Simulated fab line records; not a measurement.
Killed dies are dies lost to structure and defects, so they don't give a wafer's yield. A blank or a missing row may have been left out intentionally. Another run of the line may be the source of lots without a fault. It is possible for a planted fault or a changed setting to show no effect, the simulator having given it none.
2 desks looking at one fault | flow berkeleyCmos170 | each desk has only its own numbers; what lay behind them comes last

## FROM THE METROLOGY DESK
What the gauges read for every lot (on any tool): the sampled wafers with a number, averaged. If a lot's mean is further than 4 standard deviations from the usual mean, the lot is out of limits and carries the mark OUT (the distance appears in the brackets).
Columns: A = cdNm at UCB170_M2_CD_MEAS_15, usual 700.1 nm; B = M2_OVL at UCB170_M2_OVL_MEAS_16, usual -1 nm
lot  | first seen here | A     | B
L283 | day 9 05:22     | 699.1 | -7
L284 | day 9 12:58     | 698.1 | -2
L285 | day 9 16:45     | 702.3 | 3
L287 | day 9 21:37     | 700.5 | -0
L296 | day 11 13:17    | 700.7 | 2
L297 | day 11 23:19    | 700.1 | 4
L298 | day 11 23:26    | 699.6 | 2
L304 | day 13 04:52    | 700.5 | -3
L302 | day 13 05:08    | 698.0 | 0
L305 | day 13 06:05    | 698.9 | -3
This desk's finding: nothing out of limits on any of the 10 lots.

## THE TOOL OWNER'S DESK: pvdSputter-02
The tool's own readings at UCB170_M2_SPUTTER_01 (material Al, target thk 900 nm, time 120 s): means of the sampled wafers that have a number, for each lot that ran on this tool. If a lot's mean is further than 4 standard deviations from the usual mean, the lot is out of limits and carries the mark OUT (the distance appears in the brackets).
Columns: A = cathodeDcPowerW at UCB170_M2_SPUTTER_01, usual 6000.1 W; B = throttleValvePct at UCB170_M2_SPUTTER_01, usual 29.6 %
lot  | first seen here | A      | B
L283 | day 9 02:44     | 5999.5 | 28.7
L284 | day 9 10:17     | 6000.3 | 29.7
L285 | day 9 11:31     | 6000.9 | 29.2
L287 | day 9 17:06     | 5999.8 | 29.5
This desk's finding: nothing out of limits on any of the 4 lots.

## TAKEN TOGETHER
Metrology desk: nothing out of limits seen.
The tool owner's desk saw nothing out of limits.

## WHAT HAD BEEN PUT IN BY THE SIMULATOR
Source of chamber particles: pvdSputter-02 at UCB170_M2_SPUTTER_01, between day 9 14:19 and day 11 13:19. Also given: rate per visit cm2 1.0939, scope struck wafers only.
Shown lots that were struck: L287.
